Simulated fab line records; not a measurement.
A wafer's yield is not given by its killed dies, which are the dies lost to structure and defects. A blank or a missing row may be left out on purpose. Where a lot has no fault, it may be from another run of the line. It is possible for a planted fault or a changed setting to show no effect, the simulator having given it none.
A struck lot beside a sound one :: flow rit_cmos :: 39 steps out of a route of 202
Sound: these wafers, L204.2, L204.3, L204.4. The struck wafers were L210.1, L210.2, L210.5. At the end, the cause is stated.
Per side, at each step with rows, come the tool, then ch with its chambers, and then its first start. Under that, the readings that differ: sound wafers :: struck wafers :: difference of the means :: sigmas: that difference in standard deviations of wafers without a fault.
alike: readings whose means differ by less than 2 such deviations, and words and numbers that are the same on both sides. not compared: withheld readings, readings that some wafer has no value for, bounds like >300 that may hide the same value, and numbers for which the record gives no deviation and whose values overlap.
A row with sigmas, a row that says differs or no value, or rows on one side alone: a step with any of these is where the two part. Numbers that don't overlap but have no deviation are shown without sigmas and don't part them. Lack of a reading on every wafer of one side parts them only where that side has two or more wafers.

first, 3 steps without rows for these wafers: RIT_GATE_EXPOSE_13 (exposes mask M6, target cd 150 nm); RIT_GATE_PEB_14; RIT_GATE_DEVELOP_15 (develop time 50 s).
RIT_GATE_CD_MEAS_16: the cd target is 150 nm.
  sound on cd_sem-01, day 4 14:52; struck on cd_sem-01, day 6 00:26
  alike: cd_nm
RIT_GATE_OVL_MEAS_17:
  sound on overlay-02, day 4 14:59; struck on overlay-02, day 6 00:33
  alike: GATE_OVL
then, 1 step without rows for these wafers: RIT_GATE_HARDBAKE_18 (time 60 s).
RIT_GATE_ETCH_19: etches poly-Si in SF6/CHF3/O2, stops on SiO2, time 165 s, target depth 312.5 nm.
  sound on rie_si-02 ch 1,2,3, day 4 15:10; struck on rie_si-02 ch 1,2,3, day 6 00:44
  alike: drypump_motor_current_A, oes_product_au, throttle_valve_pct
  not compared: rf_hours_counter_h
RIT_GATE_STRIP_20: strips in O2, time 180 s.
  sound on plasma_asher-02 ch 0,1, day 4 15:16; struck on plasma_asher-02 ch 0,1, day 6 00:50
  alike: drypump_motor_current_A
  not compared: rf_hours_counter_h
RIT_GATE_CD_MEAS_90: the cd target is 150 nm.
  sound on cd_sem-02, day 4 15:28; struck on cd_sem-01, day 6 01:01
  alike: cd_nm
then, 3 steps without rows for these wafers: RIT_REOX_CLEAN_00 (cleans in SC1, time 600 s); RIT_REOX_CLEAN_01 (cleans in dHF, time 30 s); RIT_REOX_CLEAN_02 (cleans in SC2, time 600 s).
RIT_REOX_OXIDATION_03: target thk 25.2 nm, ox time 5580 s.
  sound on furnace-03 ch 0, day 4 17:58; struck on furnace-01 ch 0, day 6 02:19
reading: spike_tc_centre_C (C)
sound: 905.4 902.6 904.3
struck: 882.6 883.0 881.9
difference: -21.6
sigmas: -20

reading: zone_power_centre_pct (%)
sound: 46.2 44.5 44.9
struck: 31.8 32.5 32.3
difference: -13.0
sigmas: -6

reading: model.SiO2_of_REOX_OXIDATION_03.thk_nm (nm)
sound: 25.37 25.14 25.06
struck: 22.8 23.81 24.24
difference: -1.6
sigmas: 
  alike: spike_tc_source_C
RIT_REOX_THK_MEAS_04:
  sound on film_metro-04, day 4 20:32; struck on film_metro-01, day 6 04:52
reading: REOX_OXIDE_THK (nm)
sound: 25.4 25.1 25.0
struck: 22.8 23.8 24.2
difference: -1.6
sigmas: -3
then, 6 steps without rows for these wafers: RIT_NLDD_HMDS_00 (prime time 60 s); RIT_NLDD_COAT_01 (resist thk 1000 nm); RIT_NLDD_SOFTBAKE_02 (time 60 s); RIT_NLDD_EXPOSE_03 (exposes mask M7, target cd 40700 nm); RIT_NLDD_PEB_04; RIT_NLDD_DEVELOP_05 (develop time 50 s).
RIT_NLDD_OVL_MEAS_06:
  sound on overlay-02, day 4 21:34; struck on overlay-01, day 6 05:54
  alike: NLDD_OVL
then, 2 steps without rows for these wafers: RIT_NLDD_HARDBAKE_07 (time 60 s); RIT_NLDD_IMPLANT_08.
RIT_NLDD_STRIP_09: strips in O2, time 180 s.
  sound on plasma_asher-02 ch 0,1, day 4 21:53; struck on plasma_asher-03 ch 0,1, day 6 06:14
  alike: drypump_motor_current_A
  not compared: rf_hours_counter_h
RIT_NLDD_TW_MEAS_10:
  sound on film_metro-01, day 4 22:04; struck on film_metro-01, day 6 06:25
  alike: NLDD_TW
then, 6 steps without rows for these wafers: RIT_PLDD_HMDS_00 (prime time 60 s); RIT_PLDD_COAT_01 (resist thk 1000 nm); RIT_PLDD_SOFTBAKE_02 (time 60 s); RIT_PLDD_EXPOSE_03 (exposes mask M8, target cd 40900 nm); RIT_PLDD_PEB_04; RIT_PLDD_DEVELOP_05 (develop time 50 s).
RIT_PLDD_OVL_MEAS_06:
  sound on overlay-01, day 4 22:59; struck on overlay-02, day 6 07:27
  alike: PLDD_OVL
then, 2 steps without rows for these wafers: RIT_PLDD_HARDBAKE_07 (time 60 s); RIT_PLDD_IMPLANT_08.
RIT_PLDD_STRIP_09: strips in O2, time 180 s.
  sound on plasma_asher-03 ch 0,1, day 4 23:19; struck on plasma_asher-04 ch 0,1, day 6 07:47
  alike: drypump_motor_current_A
  not compared: rf_hours_counter_h
RIT_PLDD_TW_MEAS_10:
  sound on film_metro-01, day 4 23:29; struck on film_metro-01, day 6 07:58
  alike: PLDD_TW
RIT_SPACER_CLEAN_00: cleans in SC1, time 600 s.
  sound on wet_bench-03 ch 0, day 4 23:32; struck on wet_bench-04 ch 3, day 6 08:01
reading: model.SiO2_of_REOX_OXIDATION_03.thk_nm (nm)
sound: 23.39 23.19 23.12
struck: 21.09 22.02 22.42
difference: -1.39
sigmas: 
then, 2 steps without rows for these wafers: RIT_SPACER_CLEAN_01 (cleans in dHF, time 29.54 s); RIT_M1_PROBE_99.

== WHERE THEY PART ==
Earliest at RIT_REOX_OXIDATION_03; latest, in this record, at RIT_REOX_THK_MEAS_04. Later steps at which nothing parts them and some readings are alike: RIT_NLDD_OVL_MEAS_06, RIT_NLDD_STRIP_09, RIT_NLDD_TW_MEAS_10, RIT_PLDD_OVL_MEAS_06, RIT_PLDD_STRIP_09, RIT_PLDD_TW_MEAS_10.

WHY: what had been put in by the simulator
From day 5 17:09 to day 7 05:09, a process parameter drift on furnace-01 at RIT_REOX_OXIDATION_03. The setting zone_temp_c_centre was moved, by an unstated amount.
